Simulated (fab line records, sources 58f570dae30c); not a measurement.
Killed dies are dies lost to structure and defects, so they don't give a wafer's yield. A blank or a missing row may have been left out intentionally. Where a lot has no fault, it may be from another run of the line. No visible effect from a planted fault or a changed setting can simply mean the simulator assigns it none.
fab line records | flow berkeley-cmos170
record lots=14 | wafers=42 | last-day=13
route steps=331 shown NWELL@15 V1@258 M3@330
lots with no fault: from the same line, run without faults
start-h: start of the lot's first displayed wafer, in hours after the record's first day | wait-h: time in hours since the lot's previous step | " repeats the value in the row above | L1.1+2: several wafers, shown together as one row | - either no value or no given start | * or withheld: withheld | < > ~ a bound
route shown NAME@n: NAME is a module with steps in the file, n the number in the route of the first one | usual: mean and standard deviation over wafers with no fault | same: alike in all rows | chamber/n: place in a boat | sites: per-site readings | _std_site: how widely they spread, as a standard deviation | _edge_site: the outer-site mean with the inner-site mean subtracted | radius-mm: for every site, how far away it sits from the centre of the wafer | mask NAME#n: copy n | behind: the most recent tool/chamber to have shaped the wafer | hold: reason for holding the lot/hours on hold/outcome of the hold | device: the transistor (n, p or np) that didn't switch | end of line: the same wafers' tests at the end of the route | a step without rows: its recipe alone | killed: count of dies lost to structure and defects at first sort (not the wafer's yield) | map: per-die view of a wafer (x killed, . not killed, _ where there is no die)
set.NAME: the setting that was run; set.NAME@STEP: the one run at that earlier step | model.NAME: the simulator's own value behind a step, which no gauge read
one table for each step of the route and one row for each wafer, over a sample of lots
services: the hour from which a tool's chamber was out of use, counted from the record's first day as start-h (under 0 if before that day), plus the number of hours and why
## steps
# step UCB170_NWELL_OXIDATION_01
# recipe temp-c=1000 | ambient=O2 | target-thk-a=264 | ox-time-s=1260
# usual ox-temp-c=1000.0/0.45 | tube-center-temp-C=1000/0.1 | tube_center_temp_C_max=1002.6/0.4 | zone-power-load-pct=39/3.8
lot.wafer | tool       | chamber | start-h | wait-h | ox-temp-c | tube-center-temp-C | tube_center_temp_C_max | zone-power-load-pct
L186.2    | furnace-04 | 0       | 36.00   | 4.0    | 999.7     | 999.92             | 1001.7                 | 38
L186.3    | "          | 0       | "       | "      | 1000.3    | 1000.1             | 1002.7                 | 38
L186.6    | "          | 0       | "       | "      | 1000.4    | 1000.1             | 1002.4                 | 38
L187.2    | furnace-04 | 0       | 44.86   | 4.8    | 999.8     | 1000.2             | 1002.9                 | 37
L187.3    | "          | 0       | "       | "      | 999.6     | 1000.1             | 1002.4                 | 38
L187.5    | "          | 0       | "       | "      | 999.5     | 999.84             | 1002.9                 | 37
L188.1    | furnace-04 | 0       | 44.86   | 0.6    | 1000.0    | 1000.1             | 1002.0                 | 38
L188.2    | "          | 0       | "       | "      | 999.7     | 999.85             | 1003.1                 | 38
L188.6    | "          | 0       | "       | "      | 999.5     | 999.85             | 1003.1                 | 38
L189.1    | furnace-04 | 0       | 44.86   | 0.4    | 1000.1    | 1000               | 1002.0                 | 37
L189.3    | "          | 0       | "       | "      | 1000.5    | 1000               | 1002.8                 | 38
L189.4    | "          | 0       | "       | "      | 1000.3    | 1000.1             | 1002.5                 | 38
L190.1    | furnace-04 | 0       | 59.33   | 4.1    | 1000.3    | 999.87             | 1002.1                 | 38
L190.2    | "          | 0       | "       | "      | 999.7     | 1000.1             | 1002.4                 | 37
L190.4    | "          | 0       | "       | "      | 1000.2    | 1000.1             | 1003.3                 | 38
L194.1    | furnace-04 | 0       | 77.70   | 5.1    | 1000.3    | 999.97             | 1002.7                 | 38
L194.4    | "          | 0       | "       | "      | 1001.0    | 999.96             | 1002.6                 | 37
L194.6    | "          | 0       | "       | "      | 1000.4    | 1000.1             | 1002.5                 | 38
L196.2    | furnace-04 | 0       | 88.63   | 3.5    | 999.6     | 1000               | 1002.9                 | 38
L196.4    | "          | 0       | "       | "      | 999.7     | 1000.3             | 1002.5                 | 38
L196.6    | "          | 0       | "       | "      | 999.7     | 999.91             | 1003.0                 | 38
L197.2    | furnace-04 | 0       | 88.63   | 0.2    | 1000.6    | 1000               | 1002.3                 | 37
L197.3    | "          | 0       | "       | "      | 1000.3    | 999.96             | 1003.3                 | 37
L197.4    | "          | 0       | "       | "      | 1000.3    | 999.95             | 1003.0                 | 38
L197.2    | furnace-02 | 0       | 90.44   | 0.5    | 999.5     | 1000               | 1002.8                 | 31
L197.3    | "          | 0       | "       | "      | 1000.8    | 1000               | 1002.4                 | 31
L197.4    | "          | 0       | "       | "      | 999.8     | 1000               | 1002.7                 | 31
L198.2    | furnace-04 | 0       | 88.63   | 0.5    | 999.1     | 999.92             | 1002.0                 | 38
L198.5    | "          | 0       | "       | "      | 999.6     | 1000.1             | 1003.3                 | 38
L198.6    | "          | 0       | "       | "      | 999.8     | 999.87             | 1002.4                 | 37
L198.2    | furnace-04 | 0       | 91.33   | 1.4    | 999.9     | 1000.1             | 1002.6                 | 37
L198.5    | "          | 0       | "       | "      | 1000.0    | 999.92             | 1002.6                 | 38
L198.6    | "          | 0       | "       | "      | 1000.3    | 1000.1             | 1002.3                 | 38
L199.1    | furnace-01 | 0       | 101.69  | 5.0    | 1000.6    | 999.99             | 1002.8                 | 44
L199.2    | "          | 0       | "       | "      | 1000.6    | 1000.1             | 1002.8                 | 43
L199.3    | "          | 0       | "       | "      | 1000.1    | 999.87             | 1003.0                 | 42
L204.2    | furnace-01 | 0       | 121.98  | 2.5    | 999.8     | 1000.1             | 1002.5                 | 45
L204.3    | "          | 0       | "       | "      | 999.7     | 1000               | 1002.6                 | 43
L204.6    | "          | 0       | "       | "      | 999.0     | 999.87             | 1002.3                 | 43
L205.1    | furnace-01 | 0       | 132.49  | 3.7    | 1000.2    | 1000.2             | 1002.6                 | 44
L205.4    | "          | 0       | "       | "      | 1000.4    | 999.97             | 1002.5                 | 43
L205.5    | "          | 0       | "       | "      | 1000.5    | 999.92             | 1001.9                 | 44
L206.2    | furnace-01 | 0       | 132.49  | 3.7    | 1000.7    | 999.8              | 1002.4                 | 43
L206.4    | "          | 0       | "       | "      | 1000.3    | 999.88             | 1002.9                 | 44
L206.6    | "          | 0       | "       | "      | 1000.2    | 999.96             | 1001.9                 | 43
L207.4    | furnace-04 | 0       | 142.57  | 4.6    | 1000.5    | 999.89             | 1002.9                 | 37
L207.5    | "          | 0       | "       | "      | 1000.1    | 1000               | 1002.1                 | 37
L207.6    | "          | 0       | "       | "      | 1000.5    | 999.94             | 1003.2                 | 37
# step UCB170_NWELL_THK_MEAS_02
# recipe reads=SiO2_of_NWELL_OXIDATION_01
# usual NWELL_OXIDE_THK=26.6/0.47
lot.wafer | tool          | chamber | start-h | wait-h | NWELL_OXIDE_THK[nm]
L186.2    | film-metro-02 | -       | 37.36   | 0.0    | 26.1
L186.3    | "             | -       | "       | "      | 26.6
L186.6    | "             | -       | "       | "      | 26.4
L189.1    | film-metro-04 | -       | 46.22   | 0.0    | 26.0
L189.3    | "             | -       | "       | "      | 25.9
L189.4    | "             | -       | "       | "      | 26.5
L187.2    | film-metro-02 | -       | 46.22   | 0.0    | 27.2
L187.3    | "             | -       | "       | "      | 27.3
L187.5    | "             | -       | "       | "      | 27.2
L188.1    | film-metro-02 | -       | 46.27   | 0.1    | 27.0
L188.2    | "             | -       | "       | "      | 27.2
L188.6    | "             | -       | "       | "      | 27.5
L190.1    | film-metro-04 | -       | 60.68   | 0.0    | 26.5
L190.2    | "             | -       | "       | "      | 27.5
L190.4    | "             | -       | "       | "      | 26.9
L194.1    | film-metro-04 | -       | 79.05   | 0.0    | 26.3
L194.4    | "             | -       | "       | "      | 26.5
L194.6    | "             | -       | "       | "      | 26.5
L196.2    | film-metro-01 | -       | 89.99   | 0.0    | 26.5
L196.4    | "             | -       | "       | "      | 26.6
L196.6    | "             | -       | "       | "      | 27.0
L197.2    | film-metro-04 | -       | 91.89   | 0.1    | 37.4
L197.3    | "             | -       | "       | "      | 37.8
L197.4    | "             | -       | "       | "      | 37.3
L198.2    | film-metro-02 | -       | 92.69   | 0.0    | 38.7
L198.5    | "             | -       | "       | "      | 38.8
L198.6    | "             | -       | "       | "      | 39.7
L199.1    | film-metro-02 | -       | 103.04  | 0.0    | 26.3
L199.2    | "             | -       | "       | "      | 26.4
L199.3    | "             | -       | "       | "      | 26.6
L204.2    | film-metro-02 | -       | 123.34  | 0.0    | 26.6
L204.3    | "             | -       | "       | "      | 27.2
L204.6    | "             | -       | "       | "      | 26.4
L205.1    | film-metro-04 | -       | 133.84  | 0.0    | 26.5
L205.4    | "             | -       | "       | "      | 25.8
L205.5    | "             | -       | "       | "      | 26.5
L206.2    | film-metro-02 | -       | 133.85  | 0.0    | 26.7
L206.4    | "             | -       | "       | "      | 27.6
L206.6    | "             | -       | "       | "      | 26.9
L207.4    | film-metro-04 | -       | 143.95  | 0.0    | 26.2
L207.5    | "             | -       | "       | "      | 26.0
L207.6    | "             | -       | "       | "      | 26.2
# step UCB170_V1_THK_MEAS_04
# recipe reads=SiO2_of_V1_CVD_00
# usual V1_POLISHED_THK=999.9/1.1
lot.wafer | tool          | chamber | start-h | wait-h | V1_POLISHED_THK[nm]
L186.2    | film-metro-04 | -       | 184.98  | 0.1    | 1000.3
L186.3    | "             | -       | "       | "      | 998.5
L186.6    | "             | -       | "       | "      | 998.9
L188.1    | film-metro-04 | -       | 197.89  | 0.1    | 998.0
L188.2    | "             | -       | "       | "      | 998.1
L188.6    | "             | -       | "       | "      | 1000.5
L189.1    | film-metro-02 | -       | 200.48  | 0.1    | 1000.3
L189.3    | "             | -       | "       | "      | 1000.0
L189.4    | "             | -       | "       | "      | 999.8
L187.2    | film-metro-04 | -       | 201.83  | 0.1    | 998.4
L187.3    | "             | -       | "       | "      | 1001.2
L187.5    | "             | -       | "       | "      | 1002.5
L190.1    | film-metro-02 | -       | 211.92  | 0.1    | 998.9
L190.2    | "             | -       | "       | "      | 1000.7
L190.4    | "             | -       | "       | "      | 999.6
L194.1    | film-metro-01 | -       | 213.55  | 0.1    | 999.3
L194.4    | "             | -       | "       | "      | 1000.8
L194.6    | "             | -       | "       | "      | 999.8
L196.2    | film-metro-02 | -       | 241.26  | 0.1    | 1001.5
L196.4    | "             | -       | "       | "      | 998.2
L196.6    | "             | -       | "       | "      | 999.4
L197.2    | film-metro-04 | -       | 242.90  | 0.1    | 1002.2
L197.3    | "             | -       | "       | "      | 1000.5
L197.4    | "             | -       | "       | "      | 1000.8
L198.2    | film-metro-02 | -       | 243.20  | 0.1    | 998.4
L198.5    | "             | -       | "       | "      | 1001.8
L198.6    | "             | -       | "       | "      | 1001.1
L199.1    | film-metro-04 | -       | 257.17  | 0.1    | 1000.6
L199.2    | "             | -       | "       | "      | 999.7
L199.3    | "             | -       | "       | "      | 1001.0
L204.2    | film-metro-01 | -       | 282.75  | 0.1    | 1002.7
L204.3    | "             | -       | "       | "      | 1000.8
L204.6    | "             | -       | "       | "      | 1001.7
L206.2    | film-metro-02 | -       | 284.08  | 0.1    | 1000.7
L206.4    | "             | -       | "       | "      | 1000.3
L206.6    | "             | -       | "       | "      | 999.0
L205.1    | film-metro-01 | -       | 285.41  | 0.1    | 999.5
L205.4    | "             | -       | "       | "      | 998.9
L205.5    | "             | -       | "       | "      | 998.1
L207.4    | film-metro-01 | -       | 302.38  | 0.1    | 999.5
L207.5    | "             | -       | "       | "      | 1001.2
L207.6    | "             | -       | "       | "      | 999.4
# step UCB170_M3_BOW_MEAS_20
# recipe mode=bow
# usual M3_BOW=34/7.3
lot.wafer | tool          | chamber | start-h | wait-h | M3_BOW[um]
L186.2    | film-metro-03 | -       | 196.29  | 0.1    | 42
L186.3    | "             | -       | "       | "      | 41
L186.6    | "             | -       | "       | "      | 38
L188.1    | film-metro-02 | -       | 208.01  | 0.1    | 51
L188.2    | "             | -       | "       | "      | 31
L188.6    | "             | -       | "       | "      | 30
L189.1    | film-metro-01 | -       | 212.30  | 0.1    | 40
L189.3    | "             | -       | "       | "      | 23
L189.4    | "             | -       | "       | "      | 32
L187.2    | film-metro-03 | -       | 216.85  | 0.1    | 30
L187.3    | "             | -       | "       | "      | 27
L187.5    | "             | -       | "       | "      | 32
L190.1    | film-metro-02 | -       | 225.56  | 0.1    | 48
L190.2    | "             | -       | "       | "      | 30
L190.4    | "             | -       | "       | "      | 32
L194.1    | film-metro-03 | -       | 227.52  | 0.1    | 32
L194.4    | "             | -       | "       | "      | 37
L194.6    | "             | -       | "       | "      | 35
L196.2    | film-metro-02 | -       | 253.36  | 0.1    | 27
L196.4    | "             | -       | "       | "      | 34
L196.6    | "             | -       | "       | "      | 16
L197.2    | film-metro-01 | -       | 254.39  | 0.1    | 45
L197.3    | "             | -       | "       | "      | 55
L197.4    | "             | -       | "       | "      | 33
L198.2    | film-metro-01 | -       | 255.08  | 0.1    | 35
L198.5    | "             | -       | "       | "      | 26
L198.6    | "             | -       | "       | "      | 27
L199.1    | film-metro-03 | -       | 269.22  | 0.1    | 33
L199.2    | "             | -       | "       | "      | 30
L199.3    | "             | -       | "       | "      | 20
L204.2    | film-metro-03 | -       | 293.58  | 0.1    | 30
L204.3    | "             | -       | "       | "      | 40
L204.6    | "             | -       | "       | "      | 39
L206.2    | film-metro-01 | -       | 294.03  | 0.1    | 32
L206.4    | "             | -       | "       | "      | 38
L206.6    | "             | -       | "       | "      | 24
L205.1    | film-metro-03 | -       | 298.91  | 0.1    | 20
L205.4    | "             | -       | "       | "      | 45
L205.5    | "             | -       | "       | "      | 40
L207.4    | film-metro-01 | -       | 314.71  | 0.1    | 30
L207.5    | "             | -       | "       | "      | 34
L207.6    | "             | -       | "       | "      | 39
## services
tool       | chamber | start-h | hours | kind
furnace-04 | -       | 15.01   | 5.4   | pm
furnace-02 | -       | 104.81  | 2.6   | pm
furnace-02 | -       | 129.35  | 3.3   | pm
## key
first-sign step=UCB170_NWELL_OXIDATION_01 | reading=visit | direction=added
effect step=UCB170_NWELL_THK_MEAS_02 | reading=NWELL_OXIDE_THK | direction=up | sigmas=25 | usual=26.6 | struck=38.3
met-at UCB170_NWELL_OXIDATION_01
struck-lots L197,L198
tester-left-out L197,L198
not-acting-at UCB170_V1_THK_MEAS_04,UCB170_M3_BOW_MEAS_20
fault kind=repeated-step-whole | tool=furnace-01,furnace-02,furnace-04 | chamber=- | onset-h=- | steps=UCB170_NWELL_OXIDATION_01 | times=1 | scope=struck-lots-only
# tester-left-out: of these lots the tester's yield and bins aren't shown, on N5 and GAA mostly nor the transistor test; their killed dies are dies lost to structure and defects alone, not to doping, threshold or leakage, so they don't give the yield
